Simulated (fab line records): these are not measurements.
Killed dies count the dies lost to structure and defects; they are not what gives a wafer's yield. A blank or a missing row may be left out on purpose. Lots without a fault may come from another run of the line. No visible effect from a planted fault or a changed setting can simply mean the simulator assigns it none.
Lot-split experiment -- flow berkeley_cmos170 -- 5 lots, 23 wafers read, on a route of 331 steps

THE SPLIT ITSELF
At UCB170_CONTACT_EXPOSE_12 (exposes mask CONT, target cd 700 nm), the setting dose_mj was moved away from the recipe's 35 on 7 of the 23 wafers read, by -3.2% to +5.5%. All remaining wafers had this setting at the recipe value.

FROM THE SPLIT TO THE READING: what the file shows between them, 6 steps
- UCB170_CONTACT_PEB_13
- UCB170_CONTACT_DEVELOP_14: develop time 45 s
- UCB170_CONTACT_CD_MEAS_15: target cd 700 nm
- UCB170_CONTACT_ETCH_17: etches BARC in N2/H2
- UCB170_CONTACT_ETCH_18: etches PSG in CHF3/CF4/Ar, stops on TiSi2, target depth 840 nm, time 195 s
- UCB170_CONTACT_STRIP_19: strips in O2

THE READING
cd_nm, in nm, at UCB170_CONTACT_CD_MEAS_90 (target cd 700 nm). Typical for fault-free wafers on this fab line: 700.3 nm, with standard deviation 1.6 nm.

wafer,"tool, chamber at the split",dose_mj as run,against the recipe,"cd_nm, nm",against lot-mates on the recipe
L076.1,"krf_scanner-02, 0",35,recipe,699.0,-
L076.2,"krf_scanner-02, 0",35,recipe,699.3,-
L076.6,"krf_scanner-02, 0",35,recipe,699.7,-
L075.1,"krf_scanner-02, 0",35,recipe,699.5,-
L075.2,"krf_scanner-02, 0",33.87,-3.2%,694.5,-5.9
L075.3,"krf_scanner-02, 0",33.87,-3.2%,697.0,-3.4
L075.4,"krf_scanner-02, 0",35,recipe,699.3,-
L075.5,"krf_scanner-02, 0",35,recipe,702.3,-
L077.1,"krf_scanner-01, 0",35.98,+2.8%,706.5,+4.9
L077.2,"krf_scanner-01, 0",35.98,+2.8%,706.8,+5.1
L077.3,"krf_scanner-01, 0",35.98,+2.8%,706.5,+4.9
L077.4,"krf_scanner-01, 0",35,recipe,700.3,-
L077.5,"krf_scanner-01, 0",35,recipe,703.0,-
L080.1,"krf_scanner-01, 0",35,recipe,700.3,-
L080.2,"krf_scanner-01, 0",36.94,+5.5%,712.4,+11.9
L080.3,"krf_scanner-01, 0",35,recipe,701.7,-
L080.5,"krf_scanner-01, 0",36.94,+5.5%,711.8,+11.3
L080.6,"krf_scanner-01, 0",35,recipe,699.6,-
L082.1,"krf_scanner-02, 0",35,recipe,702.9,-
L082.3,"krf_scanner-02, 0",35,recipe,701.7,-
L082.4,"krf_scanner-02, 0",35,recipe,701.8,-
L082.5,"krf_scanner-02, 0",35,recipe,701.7,-
L082.6,"krf_scanner-02, 0",35,recipe,702.1,-

THE FIT
A straight line over all 23 wafers: cd_nm changes by +1.92 nm for each +1% of dose_mj; r = +0.96; the points scatter about the line by 1.3 nm.
The same after taking each lot's own level away (the mean of its wafers on the recipe; 23 wafers): +1.86 nm for each +1%; r = +0.97; scatter 1 nm.
According to that fit, moving dose_mj by its largest amount changes the reading by 10 nm.
Across the lots, their own levels run from 699.33 to 702.04 nm, a range of 1.7 times the standard deviation given above.
Consequently the slope shifts little with the lot-to-lot level, the two slopes agreeing.
Check: +9.95 nm against its lot-mates is what the line predicts for one of the wafers moved furthest among these (+5.5%) when that wafer is left out of the fit. Against them it came out at +11.9 nm.

THE OTHER SPLITS THESE WAFERS WENT THROUGH
These wafers also went through other splits before the reading. Each is held against what the fit with the lots' levels taken away leaves over:
other split on the same wafers,wafers away from the commonest value,r with cd_nm (lot level and that fit taken away)
UCB170_NSD_COAT_01 spin_rpm,8,-0.32
UCB170_SILICIDE_SPUTTER_01 time_s,8,-0.35
UCB170_CONTACT_COAT_04 resist_thk_nm,9,+0.00

THE WHOLE CHAIN: every reading that the file lists as answering this split, in the file's order
step,what it does,reading,change (the file's fit),r (the file's)
UCB170_CONTACT_CD_MEAS_15,target cd 700 nm,cd_nm,+1.84 nm for each +1% of the setting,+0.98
UCB170_CONTACT_ETCH_17,etches BARC in N2/H2,"CONTACT.cd_nm (the simulator's own value, which no gauge read)",+1.88 nm for each +1% of the setting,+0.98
UCB170_CONTACT_CD_MEAS_90,target cd 700 nm,cd_nm,+1.9 nm for each +1% of the setting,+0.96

FILE'S OWN FIT
cd_nm changes by +1.9 nm for each +1% of dose_mj, r = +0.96.
